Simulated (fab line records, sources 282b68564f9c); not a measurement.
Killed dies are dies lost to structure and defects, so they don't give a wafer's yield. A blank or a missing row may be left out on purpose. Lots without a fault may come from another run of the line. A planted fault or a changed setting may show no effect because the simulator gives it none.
Problem report in the 8D (eight disciplines) form, filled by code | flow rit_cmos | the parts of the form that need people (team, actions taken, sign-off) are left out

1. THE PROBLEM
NLDD_TW at RIT_NLDD_TW_MEAS_10 reads a mean of 2267 on 6 wafers of 2 lots; wafers without a fault read 2495 with a standard deviation of 20. That is -11 standard deviations from the usual mean.
First seen on wafer L824.2, day 6 07:58, on film_metro-02. The record holds 42 wafers of 14 lots with a number at this step. Rule for "out", or "out of limits": more than 4 standard deviations from the usual mean. The other wafers with a number count as sound.

2. WHAT IT IS AND WHAT IT IS NOT
question                    | is                     | is not
which readings at this step | NLDD_TW                | -
which lots                  | L824, L826             | L809, L810, L811, L812, L813, L815, L817, L818, L819, L820, L825, L830
which wafers of those lots  | all that have a number | -
read on which gauges        | film_metro-02          | film_metro-01, film_metro-03
when                        | from day 6 07:58       | up to then (30 sound wafers); but 6 sound wafers of L825, L830 came after

3. SUSPECTS, AND WHAT RULES EACH OUT
Counting: a tool at a process step up to the reading stays a suspect if it ran every lot that is out and no sound lot after the first of them.
- the gauge at RIT_NLDD_TW_MEAS_10: ruled out. All the wafers that are out were read on film_metro-02, but those of them that RIT_NLDD_IMPLANT_08 has rows for are out there too, on other tools.
- implanter-03 at RIT_NLDD_IMPLANT_08: kept. It ran every lot that is out, first L824 (day 6 07:40), and no sound lot after that; its last sound lot up to then is L817 (day 4 21:44). Its own readings are out on those wafers: beam_energy_keV.
Left after counting: implanter-03 at RIT_NLDD_IMPLANT_08.

4. THE CAUSE (what the simulator had put in)
Process parameter drift: implanter-03, from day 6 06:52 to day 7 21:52, at RIT_NLDD_IMPLANT_08. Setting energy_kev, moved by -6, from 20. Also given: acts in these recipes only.
Counting left only this tool.

5. THE CHAIN OF EFFECTS, in route order
Each row: a reading whose mean over the struck wafers that have a number lies more than 3 standard deviations from the usual. Only readings for which the record gives a usual standard deviation are gone through. hours: the time from each lot's start at the first step in this table that gives one to its start at this step, as a median over the lots. sigmas: the change in usual standard deviations.
hours | step                    | reading         | usual        | on struck wafers | change | sigmas
0     | RIT_NLDD_IMPLANT_08     | beam_energy_keV | 20.000       | 14.001           | -5.999 | -99 or more
0     | RIT_NLDD_TW_MEAS_10     | NLDD_TW         | 2495         | 2267             | -228   | -11
12    | RIT_SDANNEAL_RS_MEAS_07 | NLDD_RS         | 151.8 ohm/sq | 157.1            | +5.3   | +9.0
The process steps in it:
- RIT_NLDD_IMPLANT_08

6. WHAT WOULD HAVE CAUGHT IT SOONER
In this record the first reading out of limits at a measuring or inspecting step was taken at day 6 07:58, 1 hour after the fault began at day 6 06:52.
The tool's own readings at RIT_NLDD_IMPLANT_08 were out on every struck wafer that the step has a row for (beam_energy_keV): an alarm limit on them would have fired on the first of those.
Of the lots that are out (2), L826 began RIT_NLDD_IMPLANT_08 on implanter-03 after day 6 07:58. A hold on the tool at that time would have spared it.
